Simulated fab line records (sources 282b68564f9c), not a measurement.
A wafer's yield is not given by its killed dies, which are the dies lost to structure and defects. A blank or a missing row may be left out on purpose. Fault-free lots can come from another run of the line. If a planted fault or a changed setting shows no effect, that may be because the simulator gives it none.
Which of the tools did it? | flow rit-cmos | 13 lots with 39 wafers sampled at 2 steps, on a route of 202 steps

## WHAT THE GAUGES SHOWED, per wafer
RIT_M1_CD_MEAS_09: the cd target is 2600 nm.
lot  | measured    | on        | cd-nm (nm)
L979 | day 3 08:51 | cd-sem-02 | 2600.1 2599.3 2599.8
L980 | day 3 13:16 | cd-sem-02 | 2601.7 2599.0 2599.8
L981 | day 3 20:22 | cd-sem-02 | 2601.3 2597.5 2599.5
L982 | day 4 02:38 | cd-sem-02 | 2601.2 2599.5 2601.6
L983 | day 4 08:20 | cd-sem-02 | 2599.6 2600.9 2597.7
L984 | day 4 09:58 | cd-sem-02 | 2605.3 2604.7 2603.2
L985 | day 4 17:59 | cd-sem-02 | 2601.8 2598.5 2598.1
L986 | day 4 23:13 | cd-sem-02 | 2604.9 2605.2 2602.7
L987 | day 5 01:11 | cd-sem-02 | 2597.7 2598.2 2596.5
L994 | day 6 10:22 | cd-sem-02 | 2656.6 2655.4 2656.9
L997 | day 7 08:54 | cd-sem-02 | 2656.3 2656.1 2655.3
L100 | day 7 21:17 | cd-sem-01 | 2597.7 2599.8 2598.3
L101 | day 8 02:37 | cd-sem-01 | 2600.5 2599.2 2600.2

## WHICH TOOL RAN EACH LOT (tool, then ch and the chambers of the sampled wafers, then the start)
lot  | RIT_M1_DEVELOP_08
L979 | litho-track-03 ch 0, day 3 08:00
L980 | litho-track-03 ch 0, day 3 13:00
L981 | litho-track-03 ch 0, day 3 20:00
L982 | litho-track-03 ch 0, day 4 02:00
L983 | litho-track-02 ch 0, day 4 08:00
L984 | litho-track-04 ch 0, day 4 09:00
L985 | litho-track-02 ch 0, day 4 17:00
L986 | litho-track-03 ch 0, day 4 23:00
L987 | litho-track-02 ch 0, day 5 01:00
L994 | litho-track-04 ch 0, day 6 10:00
L997 | litho-track-04 ch 0, day 7 08:00
L100 | litho-track-03 ch 0, day 7 21:00
L101 | litho-track-03 ch 0, day 8 02:00
- RIT_M1_DEVELOP_08: develop time 68 s.

## AS READ BY THE TOOLS THEMSELVES (means over the sampled wafers that have a number; for cases with no such wafer, the mark the record gives instead)
The record holds no such reading with a usual standard deviation.

## THE ANSWER, worked out from the rows above alone
Rule: usual is defined by the lots themselves. Put in order of their means at a reading, lots are off if they are a third of the lots or fewer, leave a main group of 4 or more, and stand apart from it by a gap of 3 or more times the standard deviation of the main group's means; of several such gaps the widest counts. A main group is skipped when, at the precision printed for the reading in the tables above, its means are all equal. Also off: a lot with no number at a reading for which 4 or more lots have one. Any other lot the step has rows for is counted as sound. Order of review: gauges by route order, followed by the tools' own readings, for which a lot's mean as printed above is used. At the first step where some lot is off, the reading lying furthest off is the one used; lots without a number count as furthest.
Off, at RIT_M1_CD_MEAS_09 on cd-nm: L994, L997. Mean 2600.3 nm and standard deviation 2.1 in the main group.
If a tool, at a process step before that reading, ran all the lots that are off and no sound lot after the first of them, it fits. The gauges at RIT_M1_CD_MEAS_09 are tried like those tools. 2 tools fit, litho-track-04 at RIT_M1_DEVELOP_08 and cd-sem-02 at RIT_M1_CD_MEAS_09, so this cannot tell which one it is.

## WHAT HAD BEEN PUT IN BY THE SIMULATOR
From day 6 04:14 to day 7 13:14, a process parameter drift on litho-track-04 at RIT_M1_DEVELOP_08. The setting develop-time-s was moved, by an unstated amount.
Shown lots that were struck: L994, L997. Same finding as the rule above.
